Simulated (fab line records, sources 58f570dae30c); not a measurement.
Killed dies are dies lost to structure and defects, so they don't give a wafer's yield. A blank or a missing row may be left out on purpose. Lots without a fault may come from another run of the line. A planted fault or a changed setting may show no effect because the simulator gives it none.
Which tool did it? | flow berkeley_cmos170 | 14 lots, 42 wafers sampled, at 5 steps of a route of 331

WHAT THE GAUGES READ, wafer by wafer
UCB170_NVT_TW_MEAS_09. Usual: NVT_TW 521.7, standard deviation 2.8.
lot  | measured     | on            | NVT_TW            | flag
L236 | day 6 00:29  | film_metro-04 | 526.6 524.6 525.2 |
L237 | day 6 00:08  | film_metro-04 | 524.2 525.9 526.7 |
L239 | day 6 00:37  | film_metro-02 | 524.0 522.0 522.1 |
L238 | day 6 00:25  | film_metro-03 | 521.3 518.4 519.3 |
L240 | day 6 00:41  | film_metro-03 | 520.2 519.4 521.7 |
L245 | day 7 08:30  | film_metro-02 | 523.9 523.6 523.6 |
L246 | day 7 07:49  | film_metro-04 | 525.7 525.6 524.4 |
L248 | day 8 02:26  | film_metro-03 | 518.5 516.7 520.5 |
L251 | day 8 12:41  | film_metro-02 | 521.2 520.3 521.8 |
L252 | day 8 23:16  | film_metro-04 | 526.3 523.7 526.2 |
L253 | day 9 07:44  | film_metro-02 | 521.5 517.2 519.9 |
L256 | day 9 08:16  | film_metro-02 | 516.7 518.1 518.7 |
L258 | day 10 04:02 | film_metro-02 | 521.4 523.5 521.2 |
L259 | day 10 19:13 | film_metro-02 | 523.8 522.2 521.0 |

UCB170_SILICIDE_RS_MEAS_02: measures by four-point-probe. Usual: SILICIDE_TI_RS 26.1 ohm/sq, standard deviation 0.34.
lot  | measured     | on            | SILICIDE_TI_RS (ohm/sq) | flag
L236 | day 7 05:40  | film_metro-03 | 26.4 26.3 26.4          |
L237 | day 7 05:47  | film_metro-02 | 26.0 26.2 26.2          |
L239 | day 7 06:04  | film_metro-01 | 25.9 26.3 26.4          |
L238 | day 7 06:28  | film_metro-03 | 26.5 26.8 26.8          |
L240 | day 7 05:36  | film_metro-02 | 26.4 26.3 26.1          |
L245 | day 8 22:53  | film_metro-02 | 26.4 26.4 26.1          |
L246 | day 9 00:40  | film_metro-02 | 20.9 20.8 20.7          | OFF
L248 | day 10 01:43 | film_metro-01 | 21.5 21.3 21.7          | OFF
L251 | day 9 20:29  | film_metro-03 | 25.8 25.6 25.8          |
L252 | day 10 03:11 | film_metro-02 | 26.2 26.2 26.2          |
L253 | day 10 14:26 | film_metro-02 | 26.2 25.9 26.4          |
L256 | day 10 14:51 | film_metro-03 | 26.4 26.4 26.5          |
L258 | day 11 13:31 | film_metro-02 | 26.1 26.2 26.3          |
L259 | day 12 01:54 | film_metro-03 | 26.4 26.1 25.9          |

UCB170_SILICIDE_THK_MEAS_03: measures by xrf. Usual: SILICIDE_TI_THK 30.0 nm, standard deviation 0.37.
lot  | measured     | on            | SILICIDE_TI_THK (nm) | flag
L236 | day 7 05:46  | film_metro-03 | 29.6 29.7 29.5       |
L237 | day 7 05:54  | film_metro-02 | 30.2 30.1 30.0       |
L239 | day 7 06:10  | film_metro-01 | 30.4 30.0 29.8       |
L238 | day 7 06:35  | film_metro-03 | 29.5 29.2 29.1       |
L240 | day 7 05:43  | film_metro-02 | 29.8 30.1 29.9       |
L245 | day 8 23:00  | film_metro-02 | 29.6 29.9 30.0       |
L246 | day 9 00:47  | film_metro-02 | 36.4 36.6 36.5       | OFF
L248 | day 10 01:50 | film_metro-01 | 35.5 35.8 35.3       | OFF
L251 | day 9 20:35  | film_metro-03 | 30.4 30.6 30.4       |
L252 | day 10 03:18 | film_metro-02 | 30.0 29.9 29.8       |
L253 | day 10 14:34 | film_metro-02 | 30.0 30.3 29.9       |
L256 | day 10 14:58 | film_metro-03 | 29.6 29.8 29.6       |
L258 | day 11 13:38 | film_metro-02 | 30.2 29.9 29.9       |
L259 | day 12 02:00 | film_metro-03 | 29.8 30.2 30.3       |

WHICH TOOL RAN EACH LOT (tool, then ch and the chambers of the sampled wafers, then the start)
lot  | UCB170_ACTIVE_STRIP_16              | UCB170_SILICIDE_SPUTTER_01
L236 | plasma_asher-03 ch 0,1, day 4 09:13 | pvd_sputter-01, day 7 05:32
L237 | plasma_asher-02 ch 0,1, day 4 09:22 | pvd_sputter-03, day 7 05:42
L239 | plasma_asher-03 ch 0,1, day 4 14:46 | pvd_sputter-04, day 7 06:01
L238 | plasma_asher-03 ch 0,1, day 4 14:52 | pvd_sputter-01, day 7 06:26
L240 | plasma_asher-02 ch 0,1, day 4 15:02 | pvd_sputter-04, day 7 05:32
L245 | plasma_asher-01 ch 0,1, day 6 02:58 | pvd_sputter-01, day 8 22:49
L246 | plasma_asher-02 ch 0,1, day 6 03:05 | pvd_sputter-04, day 9 00:38
L248 | plasma_asher-03 ch 0,1, day 6 23:36 | pvd_sputter-04, day 10 01:41
L251 | plasma_asher-01 ch 1, day 7 07:25   | pvd_sputter-03, day 9 20:26
L252 | plasma_asher-01 ch 0,1, day 7 16:09 | pvd_sputter-01, day 10 03:08
L253 | plasma_asher-02 ch 0,1, day 7 22:07 | pvd_sputter-01, day 10 14:20
L256 | plasma_asher-03 ch 0,1, day 8 02:41 | pvd_sputter-03, day 10 14:48
L258 | plasma_asher-02 ch 0,1, day 8 19:02 | pvd_sputter-01, day 11 13:29
L259 | plasma_asher-03 ch 0,1, day 9 08:33 | pvd_sputter-03, day 12 01:50
- UCB170_ACTIVE_STRIP_16: strips in O2.
- UCB170_SILICIDE_SPUTTER_01: material Ti, target thk 30 nm, time 25 s.

WHAT THE TOOLS THEMSELVES READ (means of the sampled wafers that have a number; where no wafer has one, the mark that the record gives instead)
UCB170_ACTIVE_STRIP_16. Usual: drypump_motor_current_A 5.7 A, standard deviation 0.37; oes_product_au 0.721 a.u., standard deviation 0.0047; strip_time_to_endpoint_s 18.09 s, standard deviation 0.064.
lot  | tool            | drypump_motor_current_A (A) | oes_product_au (a.u.) | strip_time_to_endpoint_s (s) | flag
L236 | plasma_asher-03 | 5.5                         | 0.727                 | 18.13                        |
L237 | plasma_asher-02 | 5.4                         | 0.719                 | 18.03                        |
L239 | plasma_asher-03 | 5.6                         | 0.719                 | 18.08                        |
L238 | plasma_asher-03 | 5.5                         | 0.718                 | 18.10                        |
L240 | plasma_asher-02 | 5.4                         | 0.716                 | 18.10                        |
L245 | plasma_asher-01 | 6.2                         | 0.722                 | 18.06                        |
L246 | plasma_asher-02 | 5.6                         | 0.720                 | 18.12                        |
L248 | plasma_asher-03 | 5.5                         | 0.722                 | 18.08                        |
L251 | plasma_asher-01 | 5.9                         | 0.720                 | 18.16                        |
L252 | plasma_asher-01 | 6.2                         | 0.726                 | 18.11                        |
L253 | plasma_asher-02 | 5.6                         | 0.720                 | 18.10                        |
L256 | plasma_asher-03 | 5.5                         | 0.726                 | 18.09                        |
L258 | plasma_asher-02 | 5.6                         | 0.718                 | 18.22                        |
L259 | plasma_asher-03 | 5.5                         | 0.722                 | 18.07                        |

UCB170_SILICIDE_SPUTTER_01. Usual: cathode_dc_power_W 1500.0 W, standard deviation 0.27; throttle_valve_pct 30.1 %, standard deviation 1.1.
lot  | tool           | cathode_dc_power_W (W) | throttle_valve_pct (%) | flag
L236 | pvd_sputter-01 | 1500.1                 | 30.6                   |
L237 | pvd_sputter-03 | 1500.0                 | 30.0                   |
L239 | pvd_sputter-04 | 1500.1                 | 29.7                   |
L238 | pvd_sputter-01 | 1500.1                 | 31.0                   |
L240 | pvd_sputter-04 | 1500.0                 | 29.7                   |
L245 | pvd_sputter-01 | 1500.0                 | 29.4                   |
L246 | pvd_sputter-04 | 1776.4                 | 29.9                   | OFF
L248 | pvd_sputter-04 | 1776.4                 | 30.1                   | OFF
L251 | pvd_sputter-03 | 1500.1                 | 30.8                   |
L252 | pvd_sputter-01 | 1499.8                 | 30.5                   |
L253 | pvd_sputter-01 | 1499.8                 | 29.7                   |
L256 | pvd_sputter-03 | 1499.8                 | 30.0                   |
L258 | pvd_sputter-01 | 1499.9                 | 30.4                   |
L259 | pvd_sputter-03 | 1499.9                 | 30.5                   |

THE ANSWER, worked out from the rows above alone
Rule: a lot is off if the mean of its wafers that have a number lies more than 3 standard deviations from the usual mean. A lot without any number at a reading at which 4 lots or more have one is off too. The other lots that the step has rows for count as sound. The gauges are gone through in route order, then the tools' own readings, and for those a lot's mean is taken as printed above. The first step at which some lot is off is used, and at that step the reading that is off furthest; a lot without a number counts as furthest.
Off: L246, L248, at UCB170_SILICIDE_RS_MEAS_02 (SILICIDE_TI_RS).
A tool fits if, at a process step before that reading, it ran every lot that is off, and no sound lot after the first of them. The gauges at UCB170_SILICIDE_RS_MEAS_02 aren't tried: what is off there is off at UCB170_SILICIDE_SPUTTER_01 too, on other tools, and a gauge's error can't cause that. One fits: pvd_sputter-04 at UCB170_SILICIDE_SPUTTER_01. Its last sound lot is L239 (day 7 06:01), its first lot that is off L246 (day 9 00:38): a fault that began between those two fits.
The tool's own readings at UCB170_SILICIDE_SPUTTER_01 bear it out: on the lots that are off they differ by more than 5 times the standard deviation of the sound lots' means. cathode_dc_power_W reads 1776.4 W there against 1500.0 W on the sound lots.

WHAT THE SIMULATOR HAD PUT IN
Process parameter drift: pvd_sputter-04, from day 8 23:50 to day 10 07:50, at UCB170_SILICIDE_SPUTTER_01. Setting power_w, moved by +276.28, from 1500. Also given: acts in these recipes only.
Lots struck among those shown: L246, L248. The rule above found the same.
